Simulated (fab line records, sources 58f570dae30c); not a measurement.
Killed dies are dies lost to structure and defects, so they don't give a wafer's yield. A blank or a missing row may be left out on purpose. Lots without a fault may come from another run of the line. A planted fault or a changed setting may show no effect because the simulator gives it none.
Which tool did it? | flow berkeley_cmos170 | 15 lots, 45 wafers sampled, at 4 steps of a route of 331

WHAT THE GAUGES READ, wafer by wafer
UCB170_PWELL_OVL_MEAS_13.
lot  | measured    | on         | PWELL_OVL (nm)
L882 | day 3 00:52 | overlay-02 | -9 -6 -5
L883 | day 3 17:35 | overlay-02 | -13 -13 3
L885 | day 3 17:56 | overlay-01 | -4 -4 -1
L888 | day 4 10:42 | overlay-02 | 7 9 -2
L891 | day 4 18:52 | overlay-01 | 2 -7 -8
L890 | day 4 18:59 | overlay-02 | -12 -12 -8
L889 | day 4 19:08 | overlay-01 | 1 -10 -7
L892 | day 5 08:46 | overlay-01 | -3 -4 -12
L893 | day 5 09:13 | overlay-02 | -5 1 -2
L898 | day 6 13:43 | overlay-02 | -8 3 1
L900 | day 6 21:54 | overlay-01 | -8 4 -9
L902 | day 7 07:16 | overlay-02 | 0 1 0
L904 | day 7 15:13 | overlay-02 | -8 -9 -11
L903 | day 7 15:28 | overlay-02 | 4 -3 -3
L905 | day 8 00:19 | overlay-01 | -1 -3 -4

UCB170_SILICIDE_RS_MEAS_02: measures by four-point-probe.
lot  | measured     | on            | SILICIDE_TI_RS (ohm/sq)
L882 | day 7 04:25  | film_metro-04 | 26.7 26.3 26.3
L883 | day 8 00:41  | film_metro-02 | 26.0 25.5 25.2
L885 | day 8 02:40  | film_metro-01 | 26.2 26.4 26.9
L888 | day 8 07:59  | film_metro-04 | 26.1 26.1 25.8
L891 | day 9 04:14  | film_metro-01 | 25.9 25.9 25.5
L890 | day 9 04:44  | film_metro-04 | 25.8 26.3 25.9
L889 | day 9 03:40  | film_metro-01 | 26.1 25.6 25.7
L892 | day 9 14:15  | film_metro-02 | 26.1 26.2 26.2
L893 | day 9 14:04  | film_metro-01 | 26.4 25.9 25.8
L898 | day 11 03:01 | film_metro-01 | 25.8 26.1 25.8
L900 | day 11 14:11 | film_metro-02 | 25.8 26.0 25.8
L902 | day 11 14:34 | film_metro-04 | 25.8 25.8 25.7
L904 | day 12 08:38 | film_metro-04 | 26.3 26.3 26.2
L903 | day 12 08:26 | film_metro-01 | 26.3 26.3 26.1
L905 | day 12 14:33 | film_metro-04 | 25.7 25.8 25.7

UCB170_M1_OVL_MEAS_10.
lot  | measured     | on         | M1_OVL (nm)
L882 | day 7 11:08  | overlay-01 | -1 -4 9
L883 | day 8 07:14  | overlay-02 | -4 5 2
L885 | day 8 15:32  | overlay-02 | -1 0 -3
L888 | day 8 15:39  | overlay-01 | 4 3 5
L890 | day 9 12:54  | overlay-01 | 2 11 8
L889 | day 9 12:38  | overlay-02 | -9 0 3
L898 | day 11 10:59 | overlay-01 | -2 -6 9
L900 | day 11 21:41 | overlay-02 | -2 -2 -4
L902 | day 11 22:57 | overlay-01 | 6 5 -1
L904 | day 12 14:52 | overlay-01 | 7 2 6
L903 | day 12 14:32 | overlay-02 | -3 -9 -2
L905 | day 12 22:49 | overlay-02 | -8 1 3

WHICH TOOL RAN EACH LOT (tool, then ch and the chambers of the sampled wafers, then the start)
lot  | UCB170_CONTACT_RTA_08
L882 | rtp_anneal-02 ch 0, day 7 07:27
L883 | rtp_anneal-02 ch 0, day 8 03:55
L885 | rtp_anneal-02 ch 0, day 8 06:48
L888 | rtp_anneal-01 ch 0, day 8 12:11
L891 | rtp_anneal-02, day 9 09:42
L890 | rtp_anneal-01 ch 0, day 9 09:40
L889 | rtp_anneal-02 ch 0, day 9 09:38
L892 | rtp_anneal-02, day 9 18:22
L893 | rtp_anneal-01, day 9 17:05
L898 | rtp_anneal-01 ch 0, day 11 07:43
L900 | rtp_anneal-01 ch 0, day 11 17:30
L902 | rtp_anneal-02 ch 0, day 11 18:56
L904 | rtp_anneal-01 ch 0, day 12 11:43
L903 | rtp_anneal-02 ch 0, day 12 11:29
L905 | rtp_anneal-02 ch 0, day 12 19:30
- UCB170_CONTACT_RTA_08: time 10 s.

WHAT THE TOOLS THEMSELVES READ (means of the sampled wafers that have a number; where no wafer has one, the mark that the record gives instead)
UCB170_CONTACT_RTA_08.
lot  | tool          | anneal_temp_c_max | chamber_o2_ppm | lamp_power_pct (%) | wafer_temp_C_max
L882 | rtp_anneal-02 | 903.1             | 1.978          | 25.7               | 903.4
L883 | rtp_anneal-02 | 903.6             | 2.016          | 25.7               | 903.3
L885 | rtp_anneal-02 | 903.6             | 2.002          | 25.7               | 902.7
L888 | rtp_anneal-01 | 905.3             | 1.992          | 23.9               | 903.3
L891 | rtp_anneal-02 | -                 | -              | -                  | -
L890 | rtp_anneal-01 | 905.2             | 2.015          | 24.0               | 903.3
L889 | rtp_anneal-02 | 902.9             | 2.035          | 25.7               | 902.9
L892 | rtp_anneal-02 | -                 | -              | -                  | -
L893 | rtp_anneal-01 | -                 | -              | -                  | -
L898 | rtp_anneal-01 | 904.9             | 1.998          | 23.9               | 903.0
L900 | rtp_anneal-01 | 905.1             | 2.018          | 23.9               | 904.3
L902 | rtp_anneal-02 | 903.1             | 1.995          | 25.7               | 903.2
L904 | rtp_anneal-01 | 904.9             | 1.969          | 23.9               | 903.3
L903 | rtp_anneal-02 | 902.9             | 1.984          | 25.7               | 903.8
L905 | rtp_anneal-02 | 903.3             | 2.018          | 25.7               | 904.4

THE ANSWER, worked out from the rows above alone
Rule: what is usual is taken from the lots themselves. Put in order of their means at a reading, lots are off if they are a third of the lots or fewer, leave a main group of 4 or more, and stand apart from it by a gap of 3 or more times the standard deviation of the main group's means; of several such gaps the widest counts. A main group whose means are all the same, to the digits that the tables above print for the reading, isn't used. A lot without any number at a reading at which 4 lots or more have one is off too. The other lots that the step has rows for count as sound. The gauges are gone through in route order, then the tools' own readings, and for those a lot's mean is taken as printed above. The first step at which some lot is off is used, and at that step the reading that is off furthest; a lot without a number counts as furthest.
Off: L891, L892, L893, at UCB170_CONTACT_RTA_08 (anneal_temp_c_max). Without a number there: L891, L892, L893. The main group: mean 904.0, standard deviation 0.95.
A tool fits if, at that step or a process step before it, it ran every lot that is off, and no sound lot after the first of them. None of those tried fits.

WHAT THE SIMULATOR HAD PUT IN
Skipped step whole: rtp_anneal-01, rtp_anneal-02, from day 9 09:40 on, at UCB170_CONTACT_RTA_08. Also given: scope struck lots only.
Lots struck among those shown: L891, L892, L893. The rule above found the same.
